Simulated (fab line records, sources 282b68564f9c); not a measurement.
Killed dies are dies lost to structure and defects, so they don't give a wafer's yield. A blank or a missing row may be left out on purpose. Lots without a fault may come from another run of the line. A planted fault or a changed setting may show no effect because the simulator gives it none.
Problem report in the 8D (eight disciplines) form, filled by code | flow rit_cmos | the parts of the form that need people (team, actions taken, sign-off) are left out

1. THE PROBLEM
killed_at_front_end at RIT_M1_PROBE_99 reads a mean of 39.0 on 5 wafers of 3 lots; wafers without a fault read 6.6 with a standard deviation of 2.7. That is +12 standard deviations from the usual mean.
First seen on wafer L202.2, day 5 19:00, on prober-01. The record holds 9 wafers of 3 lots with a number at this step. Rule for "out", or "out of limits": more than 4 standard deviations from the usual mean. The other wafers with a number count as sound.

2. WHAT IT IS AND WHAT IT IS NOT
question                    | is                                     | is not
which readings at this step | killed_at_front_end, killed_dies       | killed_at_M0_to_M3, killed_open, killed_short
which lots                  | L202, L204, L205                       | -
which wafers of those lots  | L202.2, L202.4, L204.6, L205.2, L205.5 | L202.3, L204.3, L204.5, L205.4
read on which tools         | prober-01, prober-02                   | -
when                        | from day 5 19:00                       | up to then (0 sound wafers); but 4 sound wafers of L202, L204, L205 came after

3. SUSPECTS, AND WHAT RULES EACH OUT
Counting: a tool at a process step up to the reading stays a suspect if it ran every lot that is out. Sound lots after the first of them don't rule it out here, since some wafers of a struck lot are sound.
- plasma_asher-04 at RIT_PSD_STRIP_09 (strips in O2, time 180 s): kept. It ran every lot that is out, first L202 (day 5 10:51).
- Within plasma_asher-04 at RIT_PSD_STRIP_09: the wafers that are out ran in chamber 1; their sound lot-mates ran in chamber 0.
Left after counting: plasma_asher-04 at RIT_PSD_STRIP_09.

4. THE CAUSE (what the simulator had put in)
Chamber particle source: plasma_asher-04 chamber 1, from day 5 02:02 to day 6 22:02, at RIT_PSD_STRIP_09. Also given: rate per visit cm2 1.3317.
Counting left only this tool.

5. THE CHAIN OF EFFECTS, in route order
Each row: a reading whose mean over the struck wafers that have a number lies more than 3 standard deviations from the usual. Only readings for which the record gives a usual standard deviation are gone through. hours: the time from each lot's start at the first step in this table that gives one to its start at this step, as a median over the lots. sigmas: the change in usual standard deviations.
hours | step            | reading             | usual | on struck wafers | change | sigmas
0     | RIT_M1_PROBE_99 | killed_at_front_end | 6.6   | 39.0             | +32.4  | +12
0     | RIT_M1_PROBE_99 | killed_dies         | 6.7   | 39.2             | +32.5  | +12
The process steps in it:
- RIT_M1_PROBE_99

6. WHAT WOULD HAVE CAUGHT IT SOONER
In this record the first reading out of limits was taken at day 5 19:00, 17 hours after the fault began at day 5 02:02.
Of the tool readings at RIT_PSD_STRIP_09 for which the record gives a usual standard deviation, none was out on any struck wafer, so an alarm limit of 4 standard deviations on them would not have fired.
Of the lots that are out (3), L205 began RIT_PSD_STRIP_09 on plasma_asher-04 after day 5 19:00. A hold on the tool at that time would have spared it.
